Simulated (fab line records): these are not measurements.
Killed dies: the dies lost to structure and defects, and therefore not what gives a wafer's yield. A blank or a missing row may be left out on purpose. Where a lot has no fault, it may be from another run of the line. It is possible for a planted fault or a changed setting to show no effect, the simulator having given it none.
2 desks looking at one fault || flow berkeleyCmos170 || numbers are kept per desk, each desk with only its own; the story behind them comes last

FOR THE TOOL OWNER'S DESK: rtpAnneal-02
Per lot that ran on this tool, the mean of the sampled wafers carrying a number, from the tool's own readings at UCB170_SDANNEAL_RTA_01 (time 5 s). Marked OUT: a lot whose mean sits more than 4 standard deviations from the usual mean, which makes it out of limits; the brackets give that distance.
Columns: A = chamberO2Ppm at UCB170_SDANNEAL_RTA_01, usual 1.998; B = lampPowerPct at UCB170_SDANNEAL_RTA_01, usual 40.1 %; C = wafer_temp_C_max at UCB170_SDANNEAL_RTA_01, usual 1053.8
{"lot": "L683", "first seen here": "day 7 17:44", "A": 1.996, "B": 38.7, "C": 1053.1}
{"lot": "L685", "first seen here": "day 8 09:28", "A": 2.005, "B": 38.7, "C": 1053.0}
{"lot": "L691", "first seen here": "day 9 09:41", "A": 2.003, "B": 37.1, "C": 1053.9}
{"lot": "L689", "first seen here": "day 9 10:13", "A": 2.002, "B": 37.0, "C": 1052.9}
{"lot": "L702", "first seen here": "day 12 14:31", "A": 1.991, "B": 38.7, "C": 1052.8}
{"lot": "L704", "first seen here": "day 13 02:30", "A": 1.957, "B": 38.7, "C": 1053.1}
{"lot": "L706", "first seen here": "day 13 10:13", "A": 1.978, "B": 38.7, "C": 1053.6}
{"lot": "L705", "first seen here": "day 13 10:20", "A": 2.006, "B": 38.7, "C": 1052.8}
This desk's finding: nothing out of limits on any of the 8 lots.

METROLOGY DESK
Means of the sampled wafers that have a number, per lot and without regard to the tool the lot ran on: this is what the gauges read. Marked OUT: a lot whose mean sits more than 4 standard deviations from the usual mean, which makes it out of limits; the brackets give that distance.
Columns: A = PSD_RS at UCB170_SDANNEAL_RS_MEAS_02, usual 75.6 ohm/sq; B = NSD_RS at UCB170_SDANNEAL_RS_MEAS_03, usual 37.66 ohm/sq; C = PLDD_RS at UCB170_SDANNEAL_RS_MEAS_04, usual 1031.9 ohm/sq
{"lot": "L683", "first seen here": "day 7 17:47", "A": 75.6, "B": 37.60, "C": 1033.2}
{"lot": "L684", "first seen here": "day 7 17:50", "A": 75.6, "B": 37.69, "C": 1031.7}
{"lot": "L685", "first seen here": "day 8 09:32", "A": 75.6, "B": 37.50, "C": 1030.1}
{"lot": "L688", "first seen here": "day 8 17:20", "A": 75.4, "B": 37.76, "C": 1033.4}
{"lot": "L691", "first seen here": "day 9 09:45", "A": "84.0 (+25) OUT", "B": "38.82 (+12) OUT", "C": "1045.6 (+4.7) OUT"}
{"lot": "L689", "first seen here": "day 9 10:17", "A": "84.0 (+25) OUT", "B": "38.83 (+13) OUT", "C": 1038.8}
{"lot": "L700", "first seen here": "day 11 06:27", "A": 75.5, "B": 37.58, "C": 1028.0}
{"lot": "L698", "first seen here": "day 11 06:53", "A": 75.5, "B": 37.71, "C": 1035.4}
{"lot": "L702", "first seen here": "day 12 14:34", "A": 74.8, "B": 37.60, "C": 1033.2}
{"lot": "L701", "first seen here": "day 12 14:35", "A": 76.3, "B": 37.80, "C": 1036.6}
{"lot": "L703", "first seen here": "day 13 02:34", "A": 75.5, "B": 37.67, "C": 1033.2}
{"lot": "L704", "first seen here": "day 13 02:34", "A": 75.9, "B": 37.74, "C": 1031.7}
{"lot": "L706", "first seen here": "day 13 10:17", "A": 75.5, "B": 37.51, "C": 1028.7}
{"lot": "L705", "first seen here": "day 13 10:44", "A": 75.5, "B": 37.68, "C": 1033.0}
Finding of this desk: L689, L691 out of limits, first seen on L691 at day 9 09:45 (PSD_RS at UCB170_SDANNEAL_RS_MEAS_02). L683, L684, L685, L688, L700, L698, L702, L701, L703, L704, L706, L705: within limits.

PUT TOGETHER
At day 9 09:45 the metrology desk could have sounded an alarm, on L689, L691.
Nothing out of limits was seen by the tool owner's desk.
The tool owner's desk has L689, L691 on record, within its limits.
Of the lots named, all ran UCB170_SDANNEAL_RTA_01 on rtpAnneal-02.

WHAT THE SIMULATOR HAD PUT IN
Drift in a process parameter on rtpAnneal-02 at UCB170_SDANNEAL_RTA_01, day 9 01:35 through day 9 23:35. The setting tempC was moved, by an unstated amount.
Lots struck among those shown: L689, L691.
Delay in hours, fault start to first out-of-limits reading, per desk: metrology desk 8.
